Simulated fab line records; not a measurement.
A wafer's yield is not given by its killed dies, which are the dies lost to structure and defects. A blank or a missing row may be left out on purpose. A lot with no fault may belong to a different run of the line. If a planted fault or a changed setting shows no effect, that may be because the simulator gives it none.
Lot-split experiment + flow berkeley-cmos170 + 5 lots, 23 wafers read, on a route of 331 steps

== ABOUT THE SPLIT ==
At UCB170_PLDD_COAT_01 (resist thk 900 nm), the setting resist-thk-nm was moved away from the recipe's 900 nm on 10 of the 23 wafers read, by -4.3% to +2.8%. The other wafers ran this setting at the recipe's value.

Reading taken at the split's own step.

== THE READING ==
KrF_of_PLDD_COAT_01.thk-nm (the simulator's own value, which no gauge read), in nm, at UCB170_PLDD_COAT_01 (resist thk 900 nm). The file gives no usual value for it. Average 898.1 nm, standard deviation 1.9 nm, over the 13 wafers here run with the recipe.

| wafer  | tool, chamber at the split | resist-thk-nm as run, nm | against the recipe | KrF_of_PLDD_COAT_01.thk-nm, nm | against lot-mates on the recipe |
|--------|----------------------------|--------------------------|--------------------|--------------------------------|---------------------------------|
| L075.1 | litho-track-03, 0          | 925.2                    | +2.8%              | 926.9                          | +28.7                           |
| L075.2 | litho-track-03, 0          | 925.2                    | +2.8%              | 923.1                          | +24.9                           |
| L075.3 | litho-track-03, 0          | 925.2                    | +2.8%              | 924.8                          | +26.6                           |
| L075.5 | litho-track-03, 0          | 900                      | recipe             | 898.2                          | -                               |
| L075.6 | litho-track-03, 0          | 900                      | recipe             | 898.1                          | -                               |
| L076.2 | litho-track-01, 0          | 900                      | recipe             | 898.4                          | -                               |
| L076.4 | litho-track-01, 0          | 900                      | recipe             | 898.5                          | -                               |
| L076.5 | litho-track-01, 0          | 900                      | recipe             | 897.6                          | -                               |
| L078.1 | litho-track-03, 0          | 900                      | recipe             | 900.1                          | -                               |
| L078.2 | litho-track-03, 0          | 920.5                    | +2.3%              | 924.2                          | +23.1                           |
| L078.3 | litho-track-03, 0          | 900                      | recipe             | 902.8                          | -                               |
| L078.5 | litho-track-03, 0          | 920.5                    | +2.3%              | 922.6                          | +21.5                           |
| L078.6 | litho-track-03, 0          | 900                      | recipe             | 900.4                          | -                               |
| L077.1 | litho-track-01, 0          | 861.4                    | -4.3%              | 857.5                          | -38.5                           |
| L077.2 | litho-track-01, 0          | 861.4                    | -4.3%              | 859.1                          | -36.9                           |
| L077.3 | litho-track-01, 0          | 900                      | recipe             | 896.2                          | -                               |
| L077.4 | litho-track-01, 0          | 861.4                    | -4.3%              | 855.2                          | -40.8                           |
| L077.6 | litho-track-01, 0          | 900                      | recipe             | 895.9                          | -                               |
| L083.1 | litho-track-03, 0          | 922.9                    | +2.5%              | 920.2                          | +23.7                           |
| L083.2 | litho-track-03, 0          | 900                      | recipe             | 897.2                          | -                               |
| L083.4 | litho-track-03, 0          | 900                      | recipe             | 896.4                          | -                               |
| L083.5 | litho-track-03, 0          | 922.9                    | +2.5%              | 921.9                          | +25.4                           |
| L083.6 | litho-track-03, 0          | 900                      | recipe             | 895.9                          | -                               |

FIT RESULTS
A straight line over all 23 wafers: KrF_of_PLDD_COAT_01.thk-nm changes by +9.62 nm for each +1% of resist-thk-nm; r = +1.00; the points scatter about the line by 2.1 nm.
The same after taking each lot's own level away (the mean of its wafers on the recipe; 23 wafers): +9.3 nm for each +1%; r = +1.00; scatter 1.2 nm.
On that fit, the largest move of resist-thk-nm shifts the reading by 40 nm.
Across the lots, their own levels run from 896.05 to 901.10 nm, a range of 2.6 times the standard deviation given above.
The two slopes are in agreement: the lot-to-lot level therefore moves the slope only a little.
Check: for one of the wafers moved furthest among these (-4.3%), held out of the fit, the line's prediction against its lot-mates is -39.7 nm. Against them it came out at -38.5 nm.

== FILE'S OWN FIT ==
KrF_of_PLDD_COAT_01.thk-nm changes by +9.36 nm for each +1% of resist-thk-nm, r = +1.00.
